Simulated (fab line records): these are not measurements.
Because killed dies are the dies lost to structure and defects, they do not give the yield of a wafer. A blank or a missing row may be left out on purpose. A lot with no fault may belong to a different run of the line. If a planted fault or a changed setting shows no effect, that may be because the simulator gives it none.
Split-lot trial || flow rit-cmos || 5 lots, 23 wafers read, on a route of 202 steps

== THE SPLIT ITSELF ==
At RIT_PRETRO_COAT_01 (resist thk 1300 nm), the setting spin-rpm was moved away from the recipe's 2000 rpm on 6 of the 23 wafers read, by -6.6% to -5.4%. The other wafers ran this setting at the recipe's value.

== FROM THE SPLIT TO THE READING: what the file shows between them, 3 steps ==
- RIT_PRETRO_SOFTBAKE_02: time 60 s
- RIT_PRETRO_EXPOSE_03: exposes mask M5, target cd 43700 nm
- RIT_PRETRO_DEVELOP_05: develop time 68 s

== THE READING ==
NOVOLAK_of_PRETRO_COAT_01.thk-nm (the simulator's own value, which no gauge read), in nm, at RIT_PRETRO_HARDBAKE_07 (time 120 s). The file gives no usual value for it. Across the 17 wafers here that went through the recipe, the average is 1137 nm and the standard deviation 3.1 nm.

{"wafer": "L077.2", "tool, chamber at the split": "litho-track-04, 0", "spin-rpm as run, rpm": 1868, "against the recipe": "-6.6%", "NOVOLAK_of_PRETRO_COAT_01.thk-nm, nm": 1174, "against lot-mates on the recipe": "+36"}
{"wafer": "L077.3", "tool, chamber at the split": "litho-track-04, 0", "spin-rpm as run, rpm": 2000, "against the recipe": "recipe", "NOVOLAK_of_PRETRO_COAT_01.thk-nm, nm": 1139, "against lot-mates on the recipe": "-"}
{"wafer": "L077.4", "tool, chamber at the split": "litho-track-04, 0", "spin-rpm as run, rpm": 1868, "against the recipe": "-6.6%", "NOVOLAK_of_PRETRO_COAT_01.thk-nm, nm": 1176, "against lot-mates on the recipe": "+38"}
{"wafer": "L077.5", "tool, chamber at the split": "litho-track-04, 0", "spin-rpm as run, rpm": 1868, "against the recipe": "-6.6%", "NOVOLAK_of_PRETRO_COAT_01.thk-nm, nm": 1176, "against lot-mates on the recipe": "+38"}
{"wafer": "L077.6", "tool, chamber at the split": "litho-track-04, 0", "spin-rpm as run, rpm": 2000, "against the recipe": "recipe", "NOVOLAK_of_PRETRO_COAT_01.thk-nm, nm": 1138, "against lot-mates on the recipe": "-"}
{"wafer": "L079.1", "tool, chamber at the split": "litho-track-04, 0", "spin-rpm as run, rpm": 2000, "against the recipe": "recipe", "NOVOLAK_of_PRETRO_COAT_01.thk-nm, nm": 1141, "against lot-mates on the recipe": "-"}
{"wafer": "L079.3", "tool, chamber at the split": "litho-track-04, 0", "spin-rpm as run, rpm": 1891, "against the recipe": "-5.4%", "NOVOLAK_of_PRETRO_COAT_01.thk-nm, nm": 1172, "against lot-mates on the recipe": "+30"}
{"wafer": "L079.4", "tool, chamber at the split": "litho-track-04, 0", "spin-rpm as run, rpm": 1891, "against the recipe": "-5.4%", "NOVOLAK_of_PRETRO_COAT_01.thk-nm, nm": 1171, "against lot-mates on the recipe": "+29"}
{"wafer": "L079.5", "tool, chamber at the split": "litho-track-04, 0", "spin-rpm as run, rpm": 2000, "against the recipe": "recipe", "NOVOLAK_of_PRETRO_COAT_01.thk-nm, nm": 1143, "against lot-mates on the recipe": "-"}
{"wafer": "L079.6", "tool, chamber at the split": "litho-track-04, 0", "spin-rpm as run, rpm": 1891, "against the recipe": "-5.4%", "NOVOLAK_of_PRETRO_COAT_01.thk-nm, nm": 1170, "against lot-mates on the recipe": "+28"}
{"wafer": "L082.1", "tool, chamber at the split": "litho-track-04, 0", "spin-rpm as run, rpm": 2000, "against the recipe": "recipe", "NOVOLAK_of_PRETRO_COAT_01.thk-nm, nm": 1133, "against lot-mates on the recipe": "-"}
{"wafer": "L082.3", "tool, chamber at the split": "litho-track-04, 0", "spin-rpm as run, rpm": 2000, "against the recipe": "recipe", "NOVOLAK_of_PRETRO_COAT_01.thk-nm, nm": 1134, "against lot-mates on the recipe": "-"}
{"wafer": "L082.4", "tool, chamber at the split": "litho-track-04, 0", "spin-rpm as run, rpm": 2000, "against the recipe": "recipe", "NOVOLAK_of_PRETRO_COAT_01.thk-nm, nm": 1132, "against lot-mates on the recipe": "-"}
{"wafer": "L082.5", "tool, chamber at the split": "litho-track-04, 0", "spin-rpm as run, rpm": 2000, "against the recipe": "recipe", "NOVOLAK_of_PRETRO_COAT_01.thk-nm, nm": 1137, "against lot-mates on the recipe": "-"}
{"wafer": "L082.6", "tool, chamber at the split": "litho-track-04, 0", "spin-rpm as run, rpm": 2000, "against the recipe": "recipe", "NOVOLAK_of_PRETRO_COAT_01.thk-nm, nm": 1135, "against lot-mates on the recipe": "-"}
{"wafer": "L083.4", "tool, chamber at the split": "litho-track-02, 0", "spin-rpm as run, rpm": 2000, "against the recipe": "recipe", "NOVOLAK_of_PRETRO_COAT_01.thk-nm, nm": 1132, "against lot-mates on the recipe": "-"}
{"wafer": "L083.5", "tool, chamber at the split": "litho-track-02, 0", "spin-rpm as run, rpm": 2000, "against the recipe": "recipe", "NOVOLAK_of_PRETRO_COAT_01.thk-nm, nm": 1135, "against lot-mates on the recipe": "-"}
{"wafer": "L083.6", "tool, chamber at the split": "litho-track-02, 0", "spin-rpm as run, rpm": 2000, "against the recipe": "recipe", "NOVOLAK_of_PRETRO_COAT_01.thk-nm, nm": 1138, "against lot-mates on the recipe": "-"}
{"wafer": "L084.2", "tool, chamber at the split": "litho-track-04, 0", "spin-rpm as run, rpm": 2000, "against the recipe": "recipe", "NOVOLAK_of_PRETRO_COAT_01.thk-nm, nm": 1137, "against lot-mates on the recipe": "-"}
{"wafer": "L084.4", "tool, chamber at the split": "litho-track-04, 0", "spin-rpm as run, rpm": 2000, "against the recipe": "recipe", "NOVOLAK_of_PRETRO_COAT_01.thk-nm, nm": 1137, "against lot-mates on the recipe": "-"}
{"wafer": "L084.3", "tool, chamber at the split": "litho-track-04, 0", "spin-rpm as run, rpm": 2000, "against the recipe": "recipe", "NOVOLAK_of_PRETRO_COAT_01.thk-nm, nm": 1141, "against lot-mates on the recipe": "-"}
{"wafer": "L084.5", "tool, chamber at the split": "litho-track-04, 0", "spin-rpm as run, rpm": 2000, "against the recipe": "recipe", "NOVOLAK_of_PRETRO_COAT_01.thk-nm, nm": 1140, "against lot-mates on the recipe": "-"}
{"wafer": "L084.6", "tool, chamber at the split": "litho-track-04, 0", "spin-rpm as run, rpm": 2000, "against the recipe": "recipe", "NOVOLAK_of_PRETRO_COAT_01.thk-nm, nm": 1138, "against lot-mates on the recipe": "-"}

THE FIT
A straight line over all 23 wafers: NOVOLAK_of_PRETRO_COAT_01.thk-nm changes by -5.97 nm for each +1% of spin-rpm; r = -0.98; the points scatter about the line by 2.9 nm.
The same after taking each lot's own level away (the mean of its wafers on the recipe; 23 wafers): -5.48 nm for each +1%; r = -0.99; scatter 1.6 nm.
The reading moves by 36 nm for the largest change in spin-rpm, on that fit.
Across the lots, their own levels run from 1134.2 to 1142.0 nm, a range of 2.5 times the standard deviation given above.
Hence the lot-to-lot level has little effect on the slope; both slopes agree.
Check: with one of the wafers moved furthest among these (-6.6%) left out of the fit, the line predicts +36.3 nm for it against its lot-mates. It came out at +35.5 nm against them.

== THE OTHER SPLITS THESE WAFERS WENT THROUGH ==
Note: prior to the reading, these wafers also went through further splits. Each is held against what the fit with the lots' levels taken away leaves over:
{"other split on the same wafers": "RIT_ACTIVE_COAT_06 spin-rpm", "wafers away from the commonest value": 7, "r with NOVOLAK_of_PRETRO_COAT_01.thk-nm (lot level and that fit taken away)": "+0.02"}
{"other split on the same wafers": "RIT_ACTIVE_SOFTBAKE_07 time-s", "wafers away from the commonest value": 6, "r with NOVOLAK_of_PRETRO_COAT_01.thk-nm (lot level and that fit taken away)": -0.02}
{"other split on the same wafers": "RIT_NWELL_COAT_01 resist-thk-nm", "wafers away from the commonest value": 6, "r with NOVOLAK_of_PRETRO_COAT_01.thk-nm (lot level and that fit taken away)": -0.05}
{"other split on the same wafers": "RIT_NWELL_IMPLANT_08 energy-kev", "wafers away from the commonest value": 4, "r with NOVOLAK_of_PRETRO_COAT_01.thk-nm (lot level and that fit taken away)": -0.21}
{"other split on the same wafers": "RIT_PWELL_IMPLANT_08 dose-cm2", "wafers away from the commonest value": 6, "r with NOVOLAK_of_PRETRO_COAT_01.thk-nm (lot level and that fit taken away)": "+0.19"}
{"other split on the same wafers": "RIT_NRETRO_IMPLANT_08 energy-kev", "wafers away from the commonest value": 8, "r with NOVOLAK_of_PRETRO_COAT_01.thk-nm (lot level and that fit taken away)": "+0.33"}

== THE WHOLE CHAIN: every reading that the file lists as answering this split, in the file's order ==
{"step": "RIT_PRETRO_COAT_01", "what it does": "resist thk 1300 nm", "reading": "NOVOLAK_of_PRETRO_COAT_01.thk-nm (the simulator's own value, which no gauge read)", "change (the file's fit)": "-6.35 nm for each +1% of the setting", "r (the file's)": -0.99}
{"step": "RIT_PRETRO_HARDBAKE_07", "what it does": "time 120 s", "reading": "NOVOLAK_of_PRETRO_COAT_01.thk-nm (the simulator's own value, which no gauge read)", "change (the file's fit)": "-5.47 nm for each +1% of the setting", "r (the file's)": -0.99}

== THE FILE'S OWN FIT ==
NOVOLAK_of_PRETRO_COAT_01.thk-nm changes by -5.47 nm for each +1% of spin-rpm, r = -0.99.
